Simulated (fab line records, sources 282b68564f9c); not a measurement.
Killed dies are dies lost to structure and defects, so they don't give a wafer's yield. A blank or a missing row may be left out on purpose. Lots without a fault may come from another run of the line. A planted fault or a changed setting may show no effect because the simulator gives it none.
A struck lot beside a sound one | flow rit_cmos | 22 steps out of a route of 202
Sound: wafers L110.4, L110.5, L110.6. Struck: wafers L116.1, L116.3, L116.4. The cause comes at the end.
At each step with rows: each side's tool, then ch and its chambers, then its first start. Under that, the readings that differ: sound wafers | struck wafers | difference of the means | sigmas: that difference in standard deviations of wafers without a fault.
alike: readings whose means differ by less than 2 such deviations, and words and numbers that are the same on both sides. not compared: withheld readings, readings that some wafer has no value for, bounds like >300 that may hide the same value, and numbers for which the record gives no deviation and whose values overlap.
The two part at a step that has a row with sigmas, a row that says differs or no value, or rows on one side only. Numbers that don't overlap but have no deviation are shown without sigmas and don't part them. A reading that every wafer of one side lacks parts them only if that side has two wafers or more.

first, 2 steps without rows for these wafers: RIT_NSD_HARDBAKE_07 (time 60 s); RIT_NSD_IMPLANT_08.
RIT_NSD_STRIP_09: strips in O2, time 180 s.
  sound on plasma_asher-03 ch 0,1, day 4 21:58; struck on plasma_asher-01 ch 0,1, day 6 00:45
  alike: drypump_motor_current_A
  not compared: rf_hours_counter_h
RIT_NSD_TW_MEAS_10:
  sound on film_metro-01, day 4 22:07; struck on film_metro-02, day 6 00:55
  alike: NSD_TW
then, 6 steps without rows for these wafers: RIT_PSD_HMDS_00 (prime time 60 s); RIT_PSD_COAT_01 (resist thk 1000 nm); RIT_PSD_SOFTBAKE_02 (time 60 s); RIT_PSD_EXPOSE_03 (exposes mask M10, target cd 40900 nm); RIT_PSD_PEB_04; RIT_PSD_DEVELOP_05 (develop time 50 s).
RIT_PSD_OVL_MEAS_06:
  sound on overlay-02, day 4 23:08; struck on overlay-01, day 6 01:50
  alike: PSD_OVL
then, 1 step without rows for these wafers: RIT_PSD_HARDBAKE_07 (time 60 s).
RIT_PSD_IMPLANT_08:
  sound on implanter-01 ch 0, day 4 23:23; struck on implanter-03 ch 0, day 6 02:01
  reading                   | sound             | struck            | difference | sigmas
  implant_ion_amu           | 49 49 49          | 11 11 11          | -38        |
  model.implant.rp_nm (nm)  | 22.16 22.16 22.16 | 89.22 89.22 89.22 | +67.06     |
  model.implant.drp_nm (nm) | 12.05 12.05 12.05 | 38.9 38.9 38.9    | +26.8      |
RIT_PSD_STRIP_09: strips in O2, time 180 s.
  sound on plasma_asher-03 ch 0,1, day 4 23:31; struck on plasma_asher-02 ch 0,1, day 6 02:10
  alike: drypump_motor_current_A
  not compared: rf_hours_counter_h
RIT_PSD_TW_MEAS_10:
  sound on film_metro-01, day 4 23:40; struck on film_metro-02, day 6 02:20
  reading | sound          | struck         | difference | sigmas
  PSD_TW  | 3487 3479 3487 | 2901 2883 2896 | -591       | -19
then, 3 steps without rows for these wafers: RIT_SDANNEAL_CLEAN_00 (cleans in SC1, time 600 s); RIT_SDANNEAL_CLEAN_01 (cleans in dHF, time 30 s); RIT_SDANNEAL_CLEAN_02 (cleans in SC2, time 600 s).
RIT_SDANNEAL_RTA_03: time 5 s.
  sound on rtp_anneal-02 ch 0, day 5 00:05; struck on rtp_anneal-02 ch 0, day 6 02:47
  alike: wafer_temp_C_max
RIT_SDANNEAL_RS_MEAS_04: measures by four-point-probe.
  sound on film_metro-03, day 5 00:11; struck on film_metro-01, day 6 02:50
  reading         | sound                | struck            | difference | sigmas
  PSD_RS (ohm/sq) | 116.06 115.70 115.73 | 45.05 45.02 45.00 | -70.81     | -99 or more
RIT_SDANNEAL_RS_MEAS_05: measures by four-point-probe.
  sound on film_metro-03, day 5 00:18; struck on film_metro-01, day 6 02:58
  alike: NSD_RS
RIT_M1_PROBE_99:
  the record has rows for the struck wafers here (prober-02, day 6 10:07) and none for the sound ones

WHERE THEY PART
First at RIT_PSD_TW_MEAS_10; last, within this record, at RIT_M1_PROBE_99.

WHY: what the simulator had put in
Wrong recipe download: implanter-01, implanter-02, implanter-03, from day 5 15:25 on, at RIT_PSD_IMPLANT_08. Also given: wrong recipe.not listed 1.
